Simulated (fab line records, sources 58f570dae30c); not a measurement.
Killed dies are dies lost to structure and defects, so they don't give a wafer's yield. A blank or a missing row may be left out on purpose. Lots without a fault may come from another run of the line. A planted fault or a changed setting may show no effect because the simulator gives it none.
fab line records | flow berkeley_cmos170
record lots=6 wafers=18 last_day=11
route steps=331 shown CONTACT@226 M1@238
lots that met no fault: from a run of the same line without faults
start_h: hours from the record's first day to the start of the lot's first wafer shown | wait_h: hours since the lot's step before | " the same as in the row above | L1.1+2: a row that stands for several wafers | - no value, or no start given | * or withheld: withheld | < > ~ a bound
route shown NAME@n: a module of which the file shows steps, and the number in the route of the first | usual: mean/standard deviation of fault-free wafers | same: alike in all rows | chamber/n: place in a boat | sites: the reading at each site | _std_site: their standard deviation | _edge_site: outer sites' mean less inner sites' | radius_mm: how far each site lies from the wafer's centre | mask NAME#n: copy n | behind: the tool/chamber that last shaped the wafer | hold: why the lot was held/for how many hours/how that ended | device: the transistor (n, p or np) that didn't switch | end of line: the same wafers' tests at the end of the route | a step without rows: its recipe alone | killed: dies lost to structure and defects at the first sort, not the wafer's yield | map: a wafer's dies, x killed, . not, _ none there
set.NAME: the setting as run; set.NAME@STEP: as run at that earlier step | model.NAME: the simulator's own value behind a step, which no gauge read
lots at some steps of the route; a table a step, a row a wafer
services: from which hour (start_h, from the record's first day; less than 0 if before it) a tool's chamber was out of use, for how many hours, and why
## steps
# step UCB170_CONTACT_COAT_10
# recipe resist=KrF spin_rpm=1500 resist_thk_nm=900
# step UCB170_CONTACT_SOFTBAKE_11
# recipe resist=KrF temp_c=130 time_s=60
# step UCB170_CONTACT_EXPOSE_12
# recipe mask_id=CONT target_cd_nm=700 na=0.5 sigma_outer=0.6 source_shape=conventional dose_mj=35.23
# step UCB170_CONTACT_PEB_13
# recipe peb_temp_c=130 peb_time_s=withheld resist=KrF
# step UCB170_CONTACT_DEVELOP_14
# recipe developer=TMAH develop_time_s=45 resist=KrF dev_temp_c=21
# step UCB170_CONTACT_CD_MEAS_15
# recipe target_cd_nm=700
# usual cd_nm=700.1/1.4
# columns lot.wafer tool chamber start_h wait_h cd_nm
L545.3 cd_sem-02 - 163.37 - 700.8
L545.5 " - " " 702.0
L545.6 " - " " 700.9
L553.4 cd_sem-01 - 184.21 - 698.6
L553.5 " - " " 700.2
L553.6 " - " " 698.4
L552.1 cd_sem-02 - 188.98 - 702.3
L552.2 " - " " 701.4
L552.3 " - " " 701.1
L557.1 cd_sem-02 - 213.17 - 698.7
L557.4 " - " " 698.4
L557.5 " - " " 698.1
L561.2 cd_sem-01 - 235.69 - 701.2
L561.3 " - " " 698.8
L561.5 " - " " 700.6
L562.2 cd_sem-01 - 241.75 - 699.4
L562.3 " - " " 699.0
L562.5 " - " " 697.7
# step UCB170_CONTACT_OVL_MEAS_16
# usual CONTACT_OVL=1/5.5
# columns lot.wafer tool chamber start_h wait_h CONTACT_OVL[nm]
L545.3 overlay-02 - 163.46 0.1 0
L545.5 " - " " -10
L545.6 " - " " -3
L553.4 overlay-02 - 184.29 0.1 2
L553.5 " - " " 4
L553.6 " - " " 14
L552.1 overlay-02 - 189.10 0.1 3
L552.2 " - " " -6
L552.3 " - " " -4
L557.1 overlay-01 - 213.29 0.1 1
L557.4 " - " " 0
L557.5 " - " " 0
L561.2 overlay-01 - 235.79 0.1 -2
L561.3 " - " " 1
L561.5 " - " " 6
L562.2 overlay-01 - 241.85 0.1 10
L562.3 " - " " 12
L562.5 " - " " 12
# step UCB170_CONTACT_ETCH_17
# recipe chemistry=N2/H2 target_depth_a=withheld overetch_a=withheld target=BARC time_s=withheld source_w=500 bias_w=100 pressure_mtorr=30 n2_flow_sccm=100 h2_flow_sccm=200
# usual chamber_pressure_mTorr=29.998/0.029 drypump_motor_current_A=5.6/0.39 oes_product_au=1.013/0.025 throttle_valve_pct=13.26/0.19
# columns lot.wafer tool chamber start_h wait_h chamber_pressure_mTorr drypump_motor_current_A oes_product_au throttle_valve_pct
L545.3 rie_diel-04 2 163.48 0.0 29.980 6.4 1.036 13.00
L545.5 " 0 " " 29.985 5.5 1.044 13.63
L545.6 " 3 " " 30.041 5.9 1.055 13.22
L553.4 rie_diel-02 1 184.31 0.0 30.000 5.4 1.003 13.06
L553.5 " 0 " " 29.955 5.2 1.009 13.41
L553.6 " 3 " " 29.984 5.7 0.993 13.23
L552.1 rie_diel-03 3 189.14 0.0 30.006 5.9 0.983 13.21
L552.2 " 1 " " 30.004 5.7 1.017 13.02
L552.3 " 0 " " 30.039 5.1 1.004 13.30
L557.1 rie_diel-04 0 213.32 0.0 30.002 5.6 1.053 13.65
L557.4 " 3 " " 29.973 5.8 1.037 13.22
L557.5 " 2 " " 29.999 6.4 1.042 13.02
L561.2 rie_diel-04 3 235.82 0.0 30.034 5.8 1.039 13.23
L561.3 " 2 " " 29.981 6.3 1.032 13.03
L561.5 " 3 " " 29.955 5.8 1.036 13.24
L562.2 rie_diel-04 2 241.88 0.0 30.038 6.3 1.035 13.03
L562.3 " 0 " " 29.999 5.6 1.052 13.62
L562.5 " 0 " " 29.986 5.5 1.058 13.63
# step UCB170_CONTACT_ETCH_18
# recipe chemistry=CHF3/CF4/Ar target=PSG stop_on=TiSi2 CHF3_flow_sccm=45 cf4_flow_sccm=15 Ar_flow_sccm=150 pressure_mtorr=200 rf_w=700 target_depth_a=8400 over_etch_frac=0.2 time_s=195
# usual cf4_flow_sccm=15.00/0.049 chamber_pressure_mTorr=199.99/0.19 drypump_motor_current_A=5.6/0.39 oes_product_au=0.902/0.014 throttle_valve_pct=6.88/0.12
# columns lot.wafer tool chamber start_h wait_h cf4_flow_sccm chamber_pressure_mTorr drypump_motor_current_A oes_product_au rf_hours_counter_h throttle_valve_pct
L545.3 rie_diel-04 2 - - 14.95 200.02 6.3 0.923 119 6.73
L545.5 " 0 " " 15.00 200.07 5.6 0.925 - 7.11
L545.6 " 3 " " 15.03 200.31 5.8 0.907 - 6.90
L553.4 rie_diel-02 1 - - 15.02 199.95 5.4 0.903 79 6.77
L553.5 " 0 " " 14.97 200.15 5.2 0.913 - 6.97
L553.6 " 3 " " 14.98 199.68 5.6 0.895 - 6.86
L552.1 rie_diel-03 3 - - 14.98 200.09 5.9 0.886 81 6.99
L552.2 " 1 " " 14.99 200.33 5.7 0.928 20 6.78
L552.3 " 0 " " 14.98 200.04 5.1 0.898 22 6.82
L557.1 rie_diel-04 0 - - 15.02 199.19 5.5 0.914 97 7.11
L557.4 " 3 " " 15.01 200.23 5.8 0.885 46 6.91
L557.5 " 2 " " 15.03 200.17 6.3 0.909 - 6.75
L561.2 rie_diel-04 3 - - 15.01 200.08 5.9 0.911 47 6.90
L561.3 " 2 " " 15.02 199.92 6.3 0.911 123 6.73
L561.5 " 3 " " 14.97 199.89 5.9 0.904 - 6.90
L562.2 rie_diel-04 2 - - 14.97 200.17 6.3 0.911 124 6.75
L562.3 " 0 " " 15.08 200.12 5.5 0.928 99 7.10
L562.5 " 0 " " 15.00 199.63 5.5 0.926 - 7.10
# step UCB170_CONTACT_STRIP_19
# recipe chemistry=O2 power_w=400 pressure_mtorr=3500 platen_temp_c=withheld o2_flow_sccm=400 overash_fraction=0.5
# usual chamber_pressure_mTorr=3500/3.2 drypump_motor_current_A=5.7/0.32 oes_product_au=0.726/0.0049
# columns lot.wafer tool chamber start_h wait_h chamber_pressure_mTorr drypump_motor_current_A oes_product_au rf_hours_counter_h
L545.3 plasma_asher-02 1 163.68 - 3497 6.0 0.725 -
L545.5 " 1 " " 3495 6.0 0.724 -
L545.6 " 0 " " 3500 5.7 0.727 -
L553.4 plasma_asher-03 1 184.51 - 3501 5.9 0.722 -
L553.5 " 1 " " 3500 5.9 0.728 -
L553.6 " 0 " " 3505 5.1 0.721 -
L552.1 plasma_asher-01 1 189.30 - 3501 6.1 0.730 37
L552.2 " 0 " " 3501 5.5 0.724 37
L552.3 " 1 " " 3499 6.0 0.720 -
L557.1 plasma_asher-01 1 213.49 - 3500 6.0 0.723 40
L557.4 " 1 " " 3501 6.0 0.724 -
L557.5 " 1 " " 3502 6.0 0.718 -
L561.2 plasma_asher-02 1 235.99 - 3497 6.0 0.726 56
L561.3 " 0 " " 3500 5.7 0.732 -
L561.5 " 0 " " 3500 5.7 0.731 -
L562.2 plasma_asher-01 0 242.05 - 3503 5.6 0.728 43
L562.3 " 1 " " 3502 6.0 0.731 -
L562.5 " 0 " " 3498 5.6 0.729 -
# step UCB170_CONTACT_CD_MEAS_90
# recipe target_cd_nm=700
# usual cd_nm=700.4/1.6
# columns lot.wafer tool chamber start_h wait_h cd_nm
L545.3 cd_sem-01 - 163.79 0.1 701.2
L545.5 " - " " 702.3
L545.6 " - " " 701.1
L553.4 cd_sem-01 - 184.63 0.1 701.1
L553.5 " - " " 701.4
L553.6 " - " " 700.1
L552.1 cd_sem-02 - 189.49 0.1 701.7
L552.2 " - " " 700.0
L552.3 " - " " 700.7
L557.1 cd_sem-02 - 213.59 0.1 698.0
L557.4 " - " " 698.0
L557.5 " - " " 697.6
L561.2 cd_sem-02 - 236.11 0.1 701.5
L561.3 " - " " 698.9
L561.5 " - " " 701.0
L562.2 cd_sem-02 - 242.17 0.1 701.0
L562.3 " - " " 699.6
L562.5 " - " " 698.6
# step UCB170_CONTACT_CLEAN_20
# recipe chemistry=SPM temp_c=120 time_s=600
# step UCB170_M1_SPUTTER_00
# recipe material=Al target_thk_nm=600 time_s=80 power_w=6000 chamber_pressure_pa=0.5
# usual cathode_dc_power_W=6000.0/1.2 throttle_valve_pct=30.3/0.88
# columns lot.wafer tool chamber start_h wait_h cathode_dc_power_W throttle_valve_pct model.Al_of_M1_SPUTTER_00.thk_nm
L545.3 pvd_sputter-04 - 164.06 0.0 5998.8 31.0 610
L545.5 " - " " 5999.1 29.1 603.7
L545.6 " - " " 6000.3 29.2 603
L553.4 pvd_sputter-04 - 185.08 0.0 9272.3 29.0 932.2
L553.5 " - " " 9271.2 31.0 940.7
L553.6 " - " " 9270.6 29.1 933.4
L552.1 pvd_sputter-04 - 189.78 0.0 9270.7 29.0 927.3
L552.2 " - " " 9271.7 28.7 933.3
L552.3 " - " " 9270.1 29.2 928.1
L557.1 pvd_sputter-02 - 213.89 0.0 6001.0 30.3 606.2
L557.4 " - " " 6001.2 30.7 604.4
L557.5 " - " " 6000.1 30.5 604.2
L561.2 pvd_sputter-03 - 236.40 0.0 6000.5 30.8 593.3
L561.3 " - " " 5997.7 30.6 603.4
L561.5 " - " " 5997.6 31.7 592.7
L562.2 pvd_sputter-02 - 242.46 0.0 6000.5 29.9 607.5
L562.3 " - " " 6000.8 30.7 597.4
L562.5 " - " " 6001.9 30.5 595.4
# step UCB170_M1_RS_MEAS_01
# recipe thk_meas_gauge=four-point-probe reads=Al_of_M1_SPUTTER_00
# usual M1_AL_RS=0.0484/0.00054
# columns lot.wafer tool chamber start_h wait_h M1_AL_RS[ohm/sq]
L545.3 film_metro-03 - 164.16 0.1 0.0478
L545.5 " - " " 0.0482
L545.6 " - " " 0.0481
L553.4 film_metro-01 - 185.20 0.1 0.0310
L553.5 " - " " 0.0307
L553.6 " - " " 0.0309
L552.1 film_metro-01 - 189.84 0.0 0.0311
L552.2 " - " " 0.0309
L552.3 " - " " 0.0312
L557.1 film_metro-01 - 213.99 0.1 0.0479
L557.4 " - " " 0.0482
L557.5 " - " " 0.0482
L561.2 film_metro-04 - 236.48 0.1 0.0492
L561.3 " - " " 0.0482
L561.5 " - " " 0.0491
L562.2 film_metro-04 - 242.54 0.1 0.0478
L562.3 " - " " 0.0487
L562.5 " - " " 0.0489
# step UCB170_M1_THK_MEAS_02
# recipe thk_meas_gauge=xrf reads=Al_of_M1_SPUTTER_00
# usual M1_AL_THK=595/7.2
# columns lot.wafer tool chamber start_h wait_h M1_AL_THK[nm]
L545.3 film_metro-03 - 164.26 0.1 602
L545.5 " - " " 596
L545.6 " - " " 595
L553.4 film_metro-01 - 185.29 0.1 923
L553.5 " - " " 926
L553.6 " - " " 922
L552.1 film_metro-01 - 189.96 0.1 918
L552.2 " - " " 925
L552.3 " - " " 922
L557.1 film_metro-01 - 214.11 0.1 600
L557.4 " - " " 599
L557.5 " - " " 597
L561.2 film_metro-04 - 236.59 0.1 581
L561.3 " - " " 591
L561.5 " - " " 586
L562.2 film_metro-04 - 242.65 0.1 600
L562.3 " - " " 589
L562.5 " - " " 587
# step UCB170_M1_COAT_03
# recipe resist=BARC temp_c=withheld time_s=withheld spin_rpm=3000 resist_thk_nm=withheld
# step UCB170_M1_COAT_04
# recipe resist=KrF spin_rpm=1500 resist_thk_nm=900
# step UCB170_M1_SOFTBAKE_05
# recipe resist=KrF temp_c=130 time_s=60
# step UCB170_M1_EXPOSE_06
# recipe mask_id=METAL1 target_cd_nm=700 na=0.5 sigma_outer=0.6 source_shape=conventional dose_mj=21
# step UCB170_M1_PEB_07
# recipe peb_temp_c=129.4 peb_time_s=withheld resist=KrF
# step UCB170_M1_DEVELOP_08
# recipe developer=TMAH develop_time_s=45 resist=KrF dev_temp_c=21
# step UCB170_M1_CD_MEAS_09
# recipe target_cd_nm=700
# usual cd_nm=700.2/1.5
# columns lot.wafer tool chamber start_h wait_h cd_nm
L545.3 cd_sem-02 - 165.60 - 700.4
L545.5 " - " " 701.9
L545.6 " - " " 700.8
L553.4 cd_sem-02 - 187.89 - 700.2
L553.5 " - " " 700.2
L553.6 " - " " 698.8
L552.1 cd_sem-02 - 191.24 - 699.1
L552.2 " - " " 699.3
L552.3 " - " " 698.9
L557.1 cd_sem-01 - 215.01 - 699.3
L557.4 " - " " 698.9
L557.5 " - " " 698.8
L561.2 cd_sem-02 - 237.80 - 697.1
L561.3 " - " " 697.6
L561.5 " - " " 695.4
L562.2 cd_sem-02 - 243.56 - 700.9
L562.3 " - " " 699.4
L562.5 " - " " 700.2
# step UCB170_M1_OVL_MEAS_10
# usual M1_OVL=3/5.5
# columns lot.wafer tool chamber start_h wait_h M1_OVL[nm]
L545.3 overlay-01 - 165.69 0.1 8
L545.5 " - " " 2
L545.6 " - " " -4
L553.4 overlay-02 - 187.97 0.1 -1
L553.5 " - " " 6
L553.6 " - " " 4
L552.1 overlay-02 - 191.36 0.1 11
L552.2 " - " " -3
L552.3 " - " " 10
L557.1 overlay-01 - 215.13 0.1 6
L557.4 " - " " 2
L557.5 " - " " 7
L561.2 overlay-02 - 237.90 0.1 3
L561.3 " - " " 8
L561.5 " - " " 5
L562.2 overlay-02 - 243.67 0.1 0
L562.3 " - " " 0
L562.5 " - " " 2
# step UCB170_M1_ETCH_11
# recipe chemistry=N2/H2 target_depth_a=withheld overetch_a=withheld target=BARC time_s=withheld source_w=500 bias_w=100 pressure_mtorr=30 n2_flow_sccm=100 h2_flow_sccm=200
# usual chamber_pressure_mTorr=30.001/0.03 drypump_motor_current_A=5.58/0.26 oes_product_au=1.002/0.017 throttle_valve_pct=13.31/0.18
# columns lot.wafer tool chamber start_h wait_h chamber_pressure_mTorr drypump_motor_current_A oes_product_au throttle_valve_pct
L545.3 rie_diel-02 0 165.72 0.0 29.986 5.20 1.012 13.42
L545.5 " 3 " " 30.070 5.65 0.983 13.21
L545.6 " 2 " " 29.986 5.65 0.993 13.50
L553.4 rie_diel-03 0 187.98 0.0 29.991 5.14 1.005 13.31
L553.5 " 1 " " 29.986 5.68 1.016 13.01
L553.6 " 0 " " 30.008 5.14 0.990 13.31
L552.1 rie_diel-01 2 191.40 0.0 30.058 5.48 1.016 13.25
L552.2 " 0 " " 30.001 5.71 1.040 13.65
L552.3 " 1 " " 30.018 5.68 0.981 13.21
L557.1 rie_diel-02 1 215.17 0.0 29.973 5.37 1.002 13.06
L557.4 " 0 " " 30.022 5.21 1.019 13.41
L557.5 " 1 " " 29.994 5.33 1.008 13.06
L561.2 rie_diel-03 0 237.93 0.0 30.045 5.12 1.007 13.30
L561.3 " 3 " " 29.983 5.92 0.987 13.24
L561.5 " 3 " " 30.003 5.90 0.981 13.22
L562.2 rie_diel-01 0 243.70 0.0 29.984 5.74 1.027 13.66
L562.3 " 1 " " 30.040 5.68 0.996 13.22
L562.5 " 0 " " 29.968 5.73 1.025 13.67
# step UCB170_M1_METAL_ETCH_12
# recipe chemistry=Cl2/BCl3 target=Al stop_on=PSG pressure_mtorr=12 target_depth_a=7800 over_etch_frac=0.3 time_s=130 icp_w=600 bias_w=120 Cl2_flow_sccm=90 bcl3_flow_sccm=45
# usual chamber_pressure_mTorr=12.000/0.012 drypump_motor_current_A=5.6/0.34 oes_product_au=0.850/0.015 throttle_valve_pct=24.4/0.34
# columns lot.wafer tool chamber start_h wait_h chamber_pressure_mTorr drypump_motor_current_A oes_product_au rf_hours_counter_h throttle_valve_pct
L545.3 rie_metal-04 1 165.80 - 11.982 5.4 0.853 - 24.6
L545.5 " 0 " " 11.990 5.3 0.869 - 24.0
L545.6 " 1 " " 12.015 5.4 0.858 - 24.6
L553.4 rie_metal-03 1 188.07 - 11.985 5.6 0.986 - 24.0
L553.5 " 0 " " 12.009 5.7 0.957 - 24.3
L553.6 " 1 " " 12.006 5.5 0.994 - 24.0
L552.1 rie_metal-01 1 191.44 - 12.007 5.2 0.956 7 24.7
L552.2 " 0 " " 12.014 6.3 1.013 11 24.7
L552.3 " 0 " " 11.985 6.2 0.996 - 24.7
L557.1 rie_metal-03 0 215.21 - 11.996 5.7 0.821 9 24.4
L557.4 " 0 " " 11.985 5.7 0.835 - 24.4
L557.5 " 1 " " 11.994 5.6 0.845 - 24.0
L561.2 rie_metal-01 0 237.97 - 12.005 6.2 0.859 12 24.8
L561.3 " 0 " " 11.995 6.2 0.870 - 24.8
L561.5 " 0 " " 12.004 6.2 0.865 - 24.8
L562.2 rie_metal-04 0 243.74 - 11.984 5.3 0.875 5 24.0
L562.3 " 1 " " 11.985 5.4 0.846 - 24.7
L562.5 " 1 " " 11.978 5.5 0.848 - 24.7
# step UCB170_M1_STRIP_13
# recipe chemistry=O2 power_w=400 pressure_mtorr=3500 platen_temp_c=withheld o2_flow_sccm=400 overash_fraction=0.5
# usual chamber_pressure_mTorr=3500/3.1 drypump_motor_current_A=5.5/0.33 oes_product_au=0.721/0.004
# columns lot.wafer tool chamber start_h wait_h chamber_pressure_mTorr drypump_motor_current_A oes_product_au rf_hours_counter_h
L545.3 plasma_asher-04 1 165.93 0.1 3499 5.4 0.716 -
L545.5 " 0 " " 3506 5.4 0.716 -
L545.6 " 1 " " 3504 5.4 0.719 -
L553.4 plasma_asher-03 0 188.19 0.1 3505 5.1 0.717 -
L553.5 " 1 " " 3501 5.9 0.732 -
L553.6 " 0 " " 3492 5.1 0.730 -
L552.1 plasma_asher-03 1 191.58 0.1 3503 5.9 0.716 52
L552.2 " 0 " " 3496 5.1 0.719 52
L552.3 " 1 " " 3502 5.9 0.718 -
L557.1 plasma_asher-01 0 215.34 0.1 3506 5.5 0.723 41
L557.4 " 0 " " 3500 5.6 0.723 -
L557.5 " 0 " " 3505 5.6 0.717 -
L561.2 plasma_asher-01 1 238.11 0.1 3494 6.0 0.716 43
L561.3 " 1 " " 3494 6.0 0.724 -
L561.5 " 0 " " 3500 5.5 0.722 -
L562.2 plasma_asher-03 1 243.88 0.1 3500 5.9 0.732 58
L562.3 " 1 " " 3497 5.9 0.726 -
L562.5 " 0 " " 3500 5.1 0.711 -
## services
# columns tool chamber start_h hours kind
plasma_asher-04 - 147.88 1.2 repair
pvd_sputter-04 - 150.24 0.8 repair
plasma_asher-03 - 150.77 2.4 repair
rie_metal-04 1 173.13 - clean
rie_metal-04 1 173.13 29.3 scheduled_down
rie_metal-04 1 173.13 29.3 vent_cycle
rie_diel-01 2 177.55 3.7 repair
rie_diel-01 3 180.08 7.1 repair
rie_diel-02 0 186.63 - clean
rie_diel-02 0 186.63 22.8 scheduled_down
rie_diel-02 0 186.63 22.8 vent_cycle
pvd_sputter-02 - 196.86 3.0 repair
rie_diel-03 - 203.80 4.0 pm
rie_metal-01 - 204.68 2.8 pm
pvd_sputter-03 3 204.91 - consumable_replace:kit
pvd_sputter-03 3 204.91 18.0 scheduled_down
pvd_sputter-03 3 204.91 18.0 vent_cycle
rie_diel-04 1 221.83 18.5 repair
rie_diel-01 2 225.83 22.1 repair
plasma_asher-01 - 226.52 4.3 pm
rie_diel-01 0 231.72 3.4 repair
pvd_sputter-02 - 238.59 3.8 repair
rie_diel-04 1 240.86 7.1 repair
## key
first_sign step=UCB170_M1_SPUTTER_00 reading=cathode_dc_power_W direction=up sigmas=99+ usual=6000.0 struck=9271.1
effect step=UCB170_M1_RS_MEAS_01 reading=M1_AL_RS direction=down sigmas=32 usual=0.0484 struck=0.0310
effect step=UCB170_M1_THK_MEAS_02 reading=M1_AL_THK direction=up sigmas=45 usual=595 struck=923
effect step=UCB170_M1_METAL_ETCH_12 reading=oes_product_au direction=up sigmas=8.8 usual=0.850 struck=0.984
model_effect step=UCB170_M1_SPUTTER_00 value=Al_of_M1_SPUTTER_00.thk_nm without=605.5 struck=932.5
met_at UCB170_M1_SPUTTER_00
struck_wafers L552.1,L552.2,L552.3,L553.4,L553.5,L553.6
later_rows_left_out L552.1,L552.2,L552.3,L553.4,L553.5,L553.6
sort_left_out L552.1,L552.2,L552.3,L553.4,L553.5,L553.6
onset_between 164.06 185.08
fault kind=process_parameter_drift tool=pvd_sputter-04 chamber=- onset_h=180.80 steps=UCB170_M1_SPUTTER_00 channel=power_w offset=3270.4 shape=step end_h=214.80 acts_in=these_recipes_only stated=6000
# sort_left_out: the simulated sort isn't trusted on such a fault, so these wafers' sort isn't shown, and their yield isn't known
# later_rows_left_out: the simulator's readings of these wafers behind a module that went badly wrong aren't trusted and aren't shown, but for the sort
